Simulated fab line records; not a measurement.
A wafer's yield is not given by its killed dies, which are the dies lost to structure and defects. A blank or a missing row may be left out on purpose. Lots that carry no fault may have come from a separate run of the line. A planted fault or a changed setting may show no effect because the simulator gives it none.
A struck lot beside a sound one + flow rit-cmos + 17 steps out of a route of 202
Sound: wafers L386.1, L386.3, L386.4. Struck: wafers L397.2, L397.3, L397.6. At the end, the cause is stated.
Each step with rows lists, per side, the tool, then ch with its chambers, then its first start. Under that, the readings that differ: sound wafers + struck wafers + difference of the means + sigmas: that difference in standard deviations of wafers without a fault.
alike: readings whose means differ by less than 2 such deviations, and words and numbers that are the same on both sides. not compared: withheld readings, readings that some wafer has no value for, bounds like >300 that may hide the same value, and numbers for which the record gives no deviation and whose values overlap.
The two part at a step that has a row with sigmas, a row that says differs or no value, or rows on one side only. Numbers that don't overlap but have no deviation are shown without sigmas and don't part them. Lack of a reading on every wafer of one side parts them only where that side has two or more wafers.

RIT_NWELL_TW_MEAS_10:
  struck on film-metro-04, day 5 07:42; sound on film-metro-03, day 2 23:14
  alike: NWELL_TW
then, 6 steps without rows for these wafers: RIT_PWELL_HMDS_00 (prime time 60 s); RIT_PWELL_COAT_01 (resist thk 1286 nm); RIT_PWELL_SOFTBAKE_02 (time 60 s); RIT_PWELL_EXPOSE_03 (exposes mask M3, target cd 43700 nm); RIT_PWELL_PEB_04; RIT_PWELL_DEVELOP_05 (develop time 68 s).
RIT_PWELL_OVL_MEAS_06:
  struck on overlay-01, day 5 08:38; sound on overlay-01, day 3 00:11
  alike: PWELL_OVL
then, 2 steps without rows for these wafers: RIT_PWELL_HARDBAKE_07 (time 120 s); RIT_PWELL_IMPLANT_08.
RIT_PWELL_STRIP_09: strips in O2, time 180 s.
  sound on plasma-asher-01 ch 0,1, day 3 00:44; struck on plasma-asher-01 ch 0,1, day 5 09:04
  alike: drypump-motor-current-A
  not compared: rf-hours-counter-h
RIT_PWELL_TW_MEAS_10:
  struck on film-metro-04, day 5 09:15; sound on film-metro-04, day 3 00:54
  alike: PWELL_TW
RIT_WELLDRIVE_ANNEAL_00: time 14700 s.
  sound on furnace-01 ch 0, day 3 00:58; struck on furnace-01 ch 0, day 5 10:21
| reading          | sound             | struck            | difference | sigmas      |
|------------------|-------------------|-------------------|------------|-------------|
| run-length-s (s) | 18282 18282 18282 | 12407 12407 12407 | -5875      | -99 or more |
  alike: tube-center-temp-C
RIT_WELLDRIVE_RS_MEAS_01: measures by four-point-probe.
  struck on film-metro-03, day 5 15:27; sound on film-metro-04, day 3 06:02
| reading           | sound             | struck            | difference | sigmas |
|-------------------|-------------------|-------------------|------------|--------|
| NWELL_RS (ohm/sq) | 275.6 276.2 275.5 | 300.9 301.1 301.6 | +25.4      | +40    |
RIT_WELLDRIVE_RS_MEAS_02: measures by four-point-probe.
  struck on film-metro-03, day 5 15:34; sound on film-metro-04, day 3 06:10
| reading           | sound             | struck            | difference | sigmas |
|-------------------|-------------------|-------------------|------------|--------|
| PWELL_RS (ohm/sq) | 427.8 428.3 428.0 | 453.3 454.2 453.9 | +25.8      | +21    |
then, 1 step without rows for these wafers: RIT_NRETRO_HMDS_00 (prime time 60 s).
RIT_M1_PROBE_99:
  struck on prober-02, day 7 00:29; sound on prober-01, day 4 14:02
| reading                             | sound             | struck            | difference | sigmas |
|-------------------------------------|-------------------|-------------------|------------|--------|
| killed_at_M0_to_M3                  | 0 0 2             | 0 0 0             | -1         | -3     |
| model.etest.pmos_0p3.r-on-ohm-um    | 6014 5985 6088    | 6545 6660 6482    | +533       |        |
| model.etest.nwell-pinched.rs-ohm-sq | 336.3 339.4 340.1 | 386.9 386 384.1   | +47.1      |        |
| model.etest.pwell-pinched.rs-ohm-sq | 455.1 458.7 459.1 | 493.3 488 486.8   | +31.7      |        |
| model.etest.pwell.rs-ohm-sq         | 412.9 409.5 414.9 | 443.8 440.1 437.8 | +28.1      |        |
| model.etest.pmos_0p15.drive-ua-um   | 269.9 270.6 268.7 | 238.1 236.4 243.8 | -30.3      |        |
| model.etest.nmos-narrow.drive-ua-um | 240.8 249.1 243.9 | 224.2 217.8 220.6 | -23.7      |        |
| model.etest.nmos_0p3.drive-ua-um    | 232.9 239 234.5   | 217.4 214.4 214.9 | -19.9      |        |
| model.etest.pmos-narrow.drive-ua-um | 111.6 114 111.5   | 96.8 93.88 97.56  | -16.3      |        |
  alike: killed-at-front-end, killed-dies, killed-open, killed-short

## WHERE THEY PART
At RIT_WELLDRIVE_ANNEAL_00 first; at RIT_M1_PROBE_99 last (within this record only).

WHY: whatever the simulator had introduced
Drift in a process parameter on furnace-01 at RIT_WELLDRIVE_ANNEAL_00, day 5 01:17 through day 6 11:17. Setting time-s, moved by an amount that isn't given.
